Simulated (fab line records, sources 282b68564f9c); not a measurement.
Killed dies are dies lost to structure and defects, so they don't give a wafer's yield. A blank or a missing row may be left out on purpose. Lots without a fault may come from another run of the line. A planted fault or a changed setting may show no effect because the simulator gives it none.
fab line records | flow rit_cmos
record lots=12 wafers=36 last_day=6
route steps=202 shown FOX1@21 FOX2@24 GATE@84 NLDD@109 M1@202
lots that met no fault: from a run of the same line without faults
start_h: hours from the record's first day to the start of the lot's first wafer shown | wait_h: hours since the lot's step before | " the same as in the row above | L1.1+2: a row that stands for several wafers | - no value, or no start given | * or withheld: withheld | < > ~ a bound
route shown NAME@n: a module of which the file shows steps, and the number in the route of the first | usual: mean/standard deviation of fault-free wafers | same: alike in all rows | chamber/n: place in a boat | sites: the reading at each site | _std_site: their standard deviation | _edge_site: outer sites' mean less inner sites' | radius_mm: how far each site lies from the wafer's centre | mask NAME#n: copy n | behind: the tool/chamber that last shaped the wafer | hold: why the lot was held/for how many hours/how that ended | device: the transistor (n, p or np) that didn't switch | end of line: the same wafers' tests at the end of the route | a step without rows: its recipe alone | killed: dies lost to structure and defects at the first sort, not the wafer's yield | map: a wafer's dies, x killed, . not, _ none there
set.NAME: the setting as run; set.NAME@STEP: as run at that earlier step | model.NAME: the simulator's own value behind a step, which no gauge read
steps of the route over a sample of lots; a table a step, a row a wafer
services: from which hour (start_h, from the record's first day; less than 0 if before it) a tool's chamber was out of use, for how many hours, and why
## steps
# step RIT_FOX1_THK_MEAS_01
# recipe reads=SiO2_of_FOX1_OXIDATION_00
# usual FOX1_OXIDE_THK=346/5.9
# columns lot.wafer tool chamber start_h wait_h FOX1_OXIDE_THK[nm]
L657.1 film_metro-02 - 18.29 0.0 338
L657.4 " - " " 346
L657.5 " - " " 345
L658.2 film_metro-02 - 24.83 0.0 351
L658.3 " - " " 354
L658.6 " - " " 354
L659.1 film_metro-04 - 28.98 0.0 345
L659.2 " - " " 346
L659.3 " - " " 341
L660.2 film_metro-02 - 32.86 0.0 333
L660.5 " - " " 336
L660.6 " - " " 338
L661.1 film_metro-02 - 36.93 0.0 348
L661.2 " - " " 352
L661.5 " - " " 347
L662.3 film_metro-04 - 42.01 0.0 345
L662.5 " - " " 342
L662.6 " - " " 350
L663.2 film_metro-02 - 49.00 0.0 358
L663.3 " - " " 359
L663.5 " - " " 354
L664.1 film_metro-04 - 53.12 0.0 345
L664.2 " - " " 343
L664.5 " - " " 339
L665.1 film_metro-03 - 59.25 0.0 353
L665.4 " - " " 348
L665.5 " - " " 346
L666.1 film_metro-02 - 63.12 0.0 343
L666.3 " - " " 345
L666.4 " - " " 342
L667.1 film_metro-03 - 66.94 0.0 348
L667.3 " - " " 350
L667.5 " - " " 342
L675.3 film_metro-02 - 107.33 0.0 343
L675.4 " - " " 344
L675.5 " - " " 344
# step RIT_FOX2_THK_MEAS_01
# recipe reads=SiO2_of_FOX2_OXIDATION_00
# usual FOX2_OXIDE_THK=347/6.5
# columns lot.wafer tool chamber start_h wait_h FOX2_OXIDE_THK[nm]
L657.1 film_metro-01 - 19.89 0.0 362
L657.4 " - " " 363
L657.5 " - " " 356
L658.2 film_metro-02 - 26.32 0.0 347
L658.3 " - " " 344
L658.6 " - " " 347
L659.1 film_metro-02 - 30.47 0.0 348
L659.2 " - " " 357
L659.3 " - " " 357
L660.2 film_metro-02 - 34.35 0.0 337
L660.5 " - " " 340
L660.6 " - " " 344
L661.1 film_metro-02 - 38.42 0.0 350
L661.2 " - " " 350
L661.5 " - " " 349
L662.3 film_metro-01 - 43.50 0.0 343
L662.5 " - " " 344
L662.6 " - " " 338
L663.2 film_metro-02 - 51.81 0.0 346
L663.3 " - " " 341
L663.5 " - " " 348
L664.1 film_metro-02 - 54.92 0.0 359
L664.2 " - " " 357
L664.5 " - " " 357
L665.1 film_metro-01 - 62.53 0.0 349
L665.4 " - " " 350
L665.5 " - " " 357
L666.1 film_metro-03 - 64.61 0.0 346
L666.3 " - " " 346
L666.4 " - " " 346
L667.1 film_metro-01 - 68.43 0.0 345
L667.3 " - " " 343
L667.5 " - " " 341
L675.3 film_metro-01 - 108.89 0.0 342
L675.4 " - " " 339
L675.5 " - " " 342
# step RIT_GATE_CVD_08
# recipe material=poly-Si target_thk_nm=250 temp_c=610 precursor=SiH4 time_s=2220 pressure_mtorr=300 sih4_flow_sccm=102.1
# columns lot.wafer tool chamber start_h wait_h
L657.1+4+5 lpcvd-01 1 34.86 0.1
L658.2+3+6 lpcvd-01 0 41.61 0.0
L659.1+2+3 lpcvd-02 0 45.20 0.1
L660.2+5+6 lpcvd-01 1 52.49 0.0
L661.1+2+5 lpcvd-02 1 54.35 0.1
L662.3+5+6 lpcvd-01 1 58.51 0.0
L663.2+3+5 lpcvd-01 0 66.45 0.0
L664.1+2+5 lpcvd-01 0 74.39 0.1
L665.1+4+5 lpcvd-02 1 79.72 0.1
L666.1+3+4 lpcvd-01 0 82.32 0.1
L667.1+3+5 lpcvd-01 0 84.93 0.1
L675.3+4+5 lpcvd-01 1 125.25 0.0
# step RIT_GATE_THK_MEAS_09
# recipe reads=poly-Si_of_GATE_CVD_08
# usual GATE_POLY_THK=255.0/2
# columns lot.wafer tool chamber start_h wait_h GATE_POLY_THK[nm]
L657.1 film_metro-02 - 36.48 0.0 251.7
L657.4 " - " " 253.4
L657.5 " - " " 252.6
L658.2 film_metro-02 - 43.23 0.0 254.8
L658.3 " - " " 253.9
L658.6 " - " " 251.1
L659.1 film_metro-01 - 46.82 0.0 254.8
L659.2 " - " " 256.6
L659.3 " - " " 255.6
L660.2 film_metro-02 - 54.12 0.0 256.7
L660.5 " - " " 256.5
L660.6 " - " " 257.1
L661.1 film_metro-03 - 55.97 0.0 253.8
L661.2 " - " " 251.8
L661.5 " - " " 253.0
L662.3 film_metro-03 - 60.15 0.0 258.7
L662.5 " - " " 256.6
L662.6 " - " " 257.6
L663.2 film_metro-02 - 68.08 0.0 252.6
L663.3 " - " " 254.4
L663.5 " - " " 252.1
L664.1 film_metro-02 - 76.00 0.0 256.2
L664.2 " - " " 255.5
L664.5 " - " " 252.7
L665.1 film_metro-02 - 81.34 0.0 257.9
L665.4 " - " " 255.1
L665.5 " - " " 258.1
L666.1 film_metro-02 - 83.94 0.0 254.8
L666.3 " - " " 256.9
L666.4 " - " " 258.3
L667.1 film_metro-01 - 87.36 0.0 258.1
L667.3 " - " " 254.2
L667.5 " - " " 254.8
L675.3 film_metro-02 - 126.88 0.0 123.2
L675.4 " - " " 123.8
L675.5 " - " " 121.4
# step RIT_GATE_ETCH_19
# recipe chemistry=SF6/CHF3/O2 time_s=165 SF6_flow_sccm=30 CHF3_flow_sccm=30 O2_flow_sccm=5 target=poly-Si pressure_mtorr=40 rf_w=160 target_depth_a=3125 over_etch_frac=0.25 stop_on=SiO2
# usual drypump_motor_current_A=5.7/0.39 oes_product_au=0.860/0.013 throttle_valve_pct=10.22/0.13
# columns lot.wafer tool chamber start_h wait_h drypump_motor_current_A oes_product_au rf_hours_counter_h throttle_valve_pct
L657.1 rie_si-01 3 37.97 0.1 5.8 0.850 6 10.06
L657.4 " 0 " " 4.9 0.861 2 10.29
L657.5 " 2 " " 6.3 0.837 - 10.06
L658.2 rie_si-02 3 44.56 0.1 5.2 0.858 58 10.33
L658.3 " 2 " " 5.8 0.839 2 10.12
L658.6 " 1 " " 5.8 0.851 - 10.13
L659.1 rie_si-01 1 48.16 0.1 5.8 0.886 83 10.30
L659.2 " 3 " " 5.8 0.858 6 10.09
L659.3 " 0 " " 4.9 0.869 2 10.28
L660.2 rie_si-02 2 55.44 0.1 5.8 0.847 2 10.10
L660.5 " 3 " " 5.2 0.871 - 10.35
L660.6 " 0 " " 5.6 0.863 - 10.41
L661.1 rie_si-01 0 57.26 0.1 4.9 0.858 2 10.28
L661.2 " 3 " " 5.8 0.849 6 10.07
L661.5 " 2 " " 6.3 0.837 - 10.08
L662.3 rie_si-02 3 61.47 0.1 5.2 0.869 58 10.35
L662.5 " 0 " " 5.5 0.866 - 10.43
L662.6 " 3 " " 5.2 0.874 - 10.37
L663.2 rie_si-01 0 69.28 0.1 4.9 0.855 2 10.29
L663.3 " 3 " " 5.8 0.850 6 10.07
L663.5 " 0 " " 4.9 0.862 - 10.28
L664.1 rie_si-02 3 77.22 0.1 5.2 0.869 58 10.34
L664.2 " 0 " " 5.5 0.865 155 10.42
L664.5 " 1 " " 5.7 0.851 - 10.13
L665.1 rie_si-01 3 82.60 0.1 5.8 0.864 7 10.08
L665.4 " 0 " " 4.9 0.864 2 10.28
L665.5 " 1 " " 5.8 0.889 - 10.27
L666.1 rie_si-02 2 85.15 0.1 5.9 0.843 2 10.10
L666.3 " 3 " " 5.2 0.872 58 10.34
L666.4 " 0 " " 5.5 0.859 155 10.44
L667.1 rie_si-01 3 88.69 0.1 5.8 0.863 7 10.07
L667.3 " 2 " " 6.3 0.844 50 10.07
L667.5 " 1 " " 5.8 0.884 - 10.27
L675.3 rie_si-01 2 128.20 0.1 6.3 0.530 51 10.08
L675.4 " 0 " " 4.9 0.543 2 10.29
L675.5 " 2 " " 6.2 0.536 - 10.08
# step RIT_NLDD_OVL_MEAS_06
# usual NLDD_OVL=1.3/1.4
# columns lot.wafer tool chamber start_h wait_h NLDD_OVL[nm]
L657.1 overlay-02 - 42.21 - 3.5
L657.4 " - " " 3.1
L657.5 " - " " 3.6
L658.2 overlay-01 - 48.80 - 5.7
L658.3 " - " " 0.6
L658.6 " - " " 1.2
L659.1 overlay-02 - 53.09 - 2.2
L659.2 " - " " 1.9
L659.3 " - " " 2.4
L660.2 overlay-02 - 60.52 - 0.7
L660.5 " - " " 1.5
L660.6 " - " " 1.6
L661.1 overlay-01 - 62.84 - 0.0
L661.2 " - " " 2.4
L661.5 " - " " 2.3
L662.3 overlay-01 - 65.87 - -1.1
L662.5 " - " " 1.0
L662.6 " - " " -0.1
L663.2 overlay-01 - 74.60 - 2.2
L663.3 " - " " 0.0
L663.5 " - " " 0.9
L664.1 overlay-02 - 81.71 - 1.4
L664.2 " - " " 0.7
L664.5 " - " " -0.3
L665.1 overlay-01 - 86.84 - 0.7
L665.4 " - " " 2.2
L665.5 " - " " 0.3
L666.1 overlay-02 - 89.41 - 2.6
L666.3 " - " " -0.9
L666.4 " - " " 1.2
L667.1 overlay-02 - 93.73 - 1.3
L667.3 " - " " 1.6
L667.5 " - " " 1.8
L675.3 overlay-01 - 134.03 - 2.3
L675.4 " - " " 2.0
L675.5 " - " " 1.5
# step RIT_M1_PROBE_99
# usual killed_at_contacts=0.1/0.29 killed_at_front_end=7/3 killed_dies=7/3 killed_open=3.2/2 killed_short=3.5/2.1
# same gross_dies=264 killed_at_M0_to_M3=0 killed_at_M4_up=0 killed_at_back_side=0 killed_at_other=0
# columns lot.wafer tool chamber start_h wait_h killed_at_contacts killed_at_front_end killed_dies killed_open killed_short
L657.1 prober-02 - 57.56 0.1 0 2 2 1 1
L657.4 prober-02 - 57.71 0.2 0 3 3 2 1
L657.5 prober-02 - 57.76 0.2 0 6 6 2 4
L658.2 prober-01 - 64.27 0.1 0 14 14 6 8
L658.3 prober-01 - 64.32 0.2 0 10 10 4 6
L658.6 prober-01 - 64.47 0.2 1 9 10 6 4
L659.1 prober-02 - 70.05 0.1 0 10 10 4 6
L659.2 prober-02 - 70.10 0.1 0 12 12 5 7
L659.3 prober-02 - 70.15 0.2 1 12 13 2 11
L660.2 prober-01 - 76.54 0.1 0 8 8 7 1
L660.5 prober-01 - 76.69 0.2 0 4 4 3 1
L660.6 prober-01 - 76.74 0.2 0 5 5 2 3
L661.1 prober-02 - 79.31 0.1 0 2 2 2 0
L661.2 prober-02 - 79.36 0.1 0 5 5 2 3
L661.5 prober-02 - 79.51 0.2 0 13 13 7 6
L662.3 prober-01 - 82.45 0.2 0 7 7 3 4
L662.5 prober-01 - 82.55 0.2 0 10 10 5 5
L662.6 prober-01 - 82.60 0.2 0 4 4 4 0
L663.2 prober-02 - 94.42 0.1 1 11 12 4 8
L663.3 prober-02 - 94.47 0.2 0 8 8 1 7
L663.5 prober-02 - 94.57 0.2 1 6 7 2 5
L664.1 prober-01 - 98.51 0.1 1 4 5 2 3
L664.2 prober-01 - 98.56 0.1 0 6 6 2 3
L664.5 prober-01 - 98.71 0.2 0 4 4 1 2
L665.1 prober-02 - 102.25 0.1 0 4 4 1 3
L665.4 prober-02 - 102.40 0.2 0 3 3 2 1
L665.5 prober-02 - 102.45 0.2 0 6 6 1 5
L666.1 prober-01 - 104.99 0.1 0 2 2 1 1
L666.3 prober-01 - 105.09 0.2 0 6 6 3 3
L666.4 prober-01 - 105.14 0.2 0 8 8 5 2
L667.1 prober-02 - 110.49 0.1 0 5 5 1 2
L667.3 prober-02 - 110.59 0.2 0 4 4 2 2
L667.5 prober-02 - 110.69 0.2 0 10 10 5 5
L675.3 prober-02 - 150.78 0.2 0 4 4 1 3
L675.4 prober-02 - 150.83 0.2 0 3 3 0 3
L675.5 prober-02 - 150.88 0.2 0 8 8 4 4
# killed by level:class
L657.1 GATE:geometric_particle:open=1 REOX:geometric_particle:short=1
L657.4 FOX2:geometric_particle:open=1 GATE:geometric_particle:short=1 SILICIDE:geometric_particle:open=1
L657.5 GATE:geometric_particle:short=2 SPACER:geometric_particle:open=2 FOX1:geometric_particle:short=1 SILICIDE:geometric_particle:short=1
L658.2 REOX:geometric_particle:short=3 GATE:geometric_particle:open=2 GATE:geometric_particle:short=2 SPACER:geometric_particle:open=2 SPACER:geometric_particle:short=2 SILICIDE:geometric_particle:open=2 FOX1:geometric_particle:short=1
L658.3 GATE:geometric_particle:short=3 FOX1:geometric_particle:short=1 FOX2:geometric_particle:open=1 FOX2:geometric_particle:short=1 GATE:geometric_particle:open=1 REOX:geometric_particle:open=1 SILICIDE:geometric_particle:short=1 SILICIDE:geometric_particle:open=1
L658.6 SPACER:geometric_particle:short=2 SILICIDE:geometric_particle:open=2 GATE:geometric_particle:short=1 GATE:geometric_particle:open=1 REOX:geometric_particle:open=1 REOX:geometric_particle:short=1 SPACER:geometric_particle:open=1 CONTACT:geometric_particle:open=1
L659.1 GATE:geometric_particle:short=2 FOX1:geometric_particle:open=1 FOX1:geometric_particle:short=1 FOX2:geometric_particle:open=1 REOX:geometric_particle:open=1 REOX:geometric_particle:short=1 SPACER:geometric_particle:short=1 SILICIDE:geometric_particle:open=1
L659.2 FOX1:geometric_particle:open=4 REOX:geometric_particle:short=3 GATE:geometric_particle:short=2 FOX1:geometric_particle:short=1 REOX:geometric_particle:open=1 SPACER:geometric_particle:short=1
L659.3 FOX1:geometric_particle:short=3 GATE:geometric_particle:short=3 REOX:geometric_particle:short=2 SILICIDE:geometric_particle:short=2 FOX1:geometric_particle:open=1 GATE:geometric_particle:open=1 CONTACT:geometric_particle:short=1
L660.2 REOX:geometric_particle:open=3 FOX2:geometric_particle:open=1 GATE:geometric_particle:open=1 SPACER:geometric_particle:open=1 SILICIDE:geometric_particle:short=1 SILICIDE:geometric_particle:open=1
L660.5 FOX2:geometric_particle:short=1 REOX:geometric_particle:open=1 SPACER:geometric_particle:open=1 SILICIDE:geometric_particle:open=1
L660.6 FOX1:geometric_particle:open=1 FOX1:geometric_particle:short=1 GATE:geometric_particle:short=1 REOX:geometric_particle:open=1 SPACER:geometric_particle:short=1
L661.1 REOX:geometric_particle:open=1 SILICIDE:geometric_particle:open=1
L661.2 GATE:geometric_particle:short=1 REOX:geometric_particle:open=1 SPACER:geometric_particle:open=1 SPACER:geometric_particle:short=1 SILICIDE:geometric_particle:short=1
L661.5 GATE:geometric_particle:short=5 SILICIDE:geometric_particle:open=2 FOX1:geometric_particle:open=1 FOX2:geometric_particle:open=1 GATE:geometric_particle:open=1 REOX:geometric_particle:short=1 REOX:geometric_particle:open=1 SPACER:geometric_particle:open=1
L662.3 FOX1:geometric_particle:short=3 FOX1:geometric_particle:open=1 GATE:geometric_particle:open=1 REOX:geometric_particle:open=1 REOX:geometric_particle:short=1
L662.5 GATE:geometric_particle:short=2 SILICIDE:geometric_particle:open=2 FOX1:geometric_particle:open=1 FOX1:geometric_particle:short=1 GATE:geometric_particle:open=1 REOX:geometric_particle:short=1 SPACER:geometric_particle:short=1 SPACER:geometric_particle:open=1
L662.6 SILICIDE:geometric_particle:open=2 GATE:geometric_particle:open=1 REOX:geometric_particle:open=1
L663.2 FOX1:geometric_particle:open=3 GATE:geometric_particle:short=3 FOX2:geometric_particle:short=2 FOX1:geometric_particle:short=1 GATE:geometric_particle:open=1 REOX:geometric_particle:short=1 CONTACT:geometric_particle:short=1
L663.3 GATE:geometric_particle:short=4 FOX1:geometric_particle:short=2 FOX1:geometric_particle:open=1 SILICIDE:geometric_particle:short=1
L663.5 REOX:geometric_particle:short=2 FOX2:geometric_particle:short=1 GATE:geometric_particle:open=1 REOX:geometric_particle:open=1 SILICIDE:geometric_particle:short=1 CONTACT:geometric_particle:short=1
L664.1 GATE:geometric_particle:short=2 GATE:geometric_particle:open=1 REOX:geometric_particle:open=1 CONTACT:geometric_particle:short=1
L664.2 REOX:geometric_particle:short=2 FOX2:geometric_particle:open=1 GATE:geometric_particle:short=1 SPACER:geometric_particle:open=1 PLDD:coat_microbubble_printed=1
L664.5 FOX1:geometric_particle:short=1 GATE:geometric_particle:short=1 SPACER:geometric_particle:open=1 PLDD:coat_microbubble_printed=1
L665.1 FOX1:geometric_particle:short=1 GATE:geometric_particle:short=1 GATE:geometric_particle:open=1 REOX:geometric_particle:short=1
L665.4 FOX1:geometric_particle:open=1 GATE:geometric_particle:open=1 GATE:geometric_particle:short=1
L665.5 GATE:geometric_particle:short=3 GATE:geometric_particle:open=1 REOX:geometric_particle:short=1 SPACER:geometric_particle:short=1
L666.1 FOX1:geometric_particle:short=1 REOX:geometric_particle:open=1
L666.3 GATE:geometric_particle:short=2 SPACER:geometric_particle:open=2 REOX:geometric_particle:short=1 SILICIDE:geometric_particle:open=1
L666.4 GATE:geometric_particle:open=3 SPACER:geometric_particle:open=2 GATE:geometric_particle:short=1 SPACER:geometric_particle:short=1 GATE:coat_microbubble_printed=1
L667.1 GATE:geometric_particle:short=2 PRETRO:coat_microbubble_printed=2 ACTIVE:geometric_particle:open=1
L667.3 GATE:geometric_particle:short=1 GATE:geometric_particle:open=1 REOX:geometric_particle:short=1 SPACER:geometric_particle:open=1
L667.5 GATE:geometric_particle:short=4 FOX1:geometric_particle:open=2 FOX1:geometric_particle:short=1 GATE:geometric_particle:open=1 SPACER:geometric_particle:open=1 SILICIDE:geometric_particle:open=1
L675.3 GATE:geometric_particle:short=2 REOX:geometric_particle:open=1 REOX:geometric_particle:short=1
L675.4 FOX1:geometric_particle:short=2 SPACER:geometric_particle:short=1
L675.5 REOX:geometric_particle:open=2 SPACER:geometric_particle:short=2 FOX1:geometric_particle:open=1 FOX2:geometric_particle:open=1 GATE:geometric_particle:short=1 SILICIDE:geometric_particle:short=1
## services
# columns tool chamber start_h hours kind
lpcvd-02 - 37.07 6.1 pm
rie_si-02 0 87.29 - clean
rie_si-02 0 87.29 21.5 scheduled_down
rie_si-02 0 87.29 21.5 vent_cycle
rie_si-02 3 88.75 4.5 repair
## key
first_sign step=RIT_GATE_THK_MEAS_09 reading=GATE_POLY_THK direction=down sigmas=65 usual=255.0 struck=122.8
effect step=RIT_GATE_ETCH_19 reading=oes_product_au direction=down sigmas=24 usual=0.860 struck=0.536
met_at RIT_GATE_CVD_08
struck_lots L675
struck_wafers L675.3,L675.4,L675.5
tester_left_out L675
not_acting_at RIT_FOX1_THK_MEAS_01,RIT_FOX2_THK_MEAS_01,RIT_NLDD_OVL_MEAS_06
onset_between 58.51 125.25
also_fits time
fault kind=process_parameter_drift tool=lpcvd-01 chamber=1 onset_h=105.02 steps=RIT_GATE_CVD_08 channel=target_thk_nm offset=-131.69 shape=step end_h=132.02 acts_in=these_recipes_only stated=250
# tester_left_out: of these lots the tester's yield and bins aren't shown, on N5 and GAA mostly nor the transistor test; their killed dies are dies lost to structure and defects alone, not to doping, threshold or leakage, so they don't give the yield
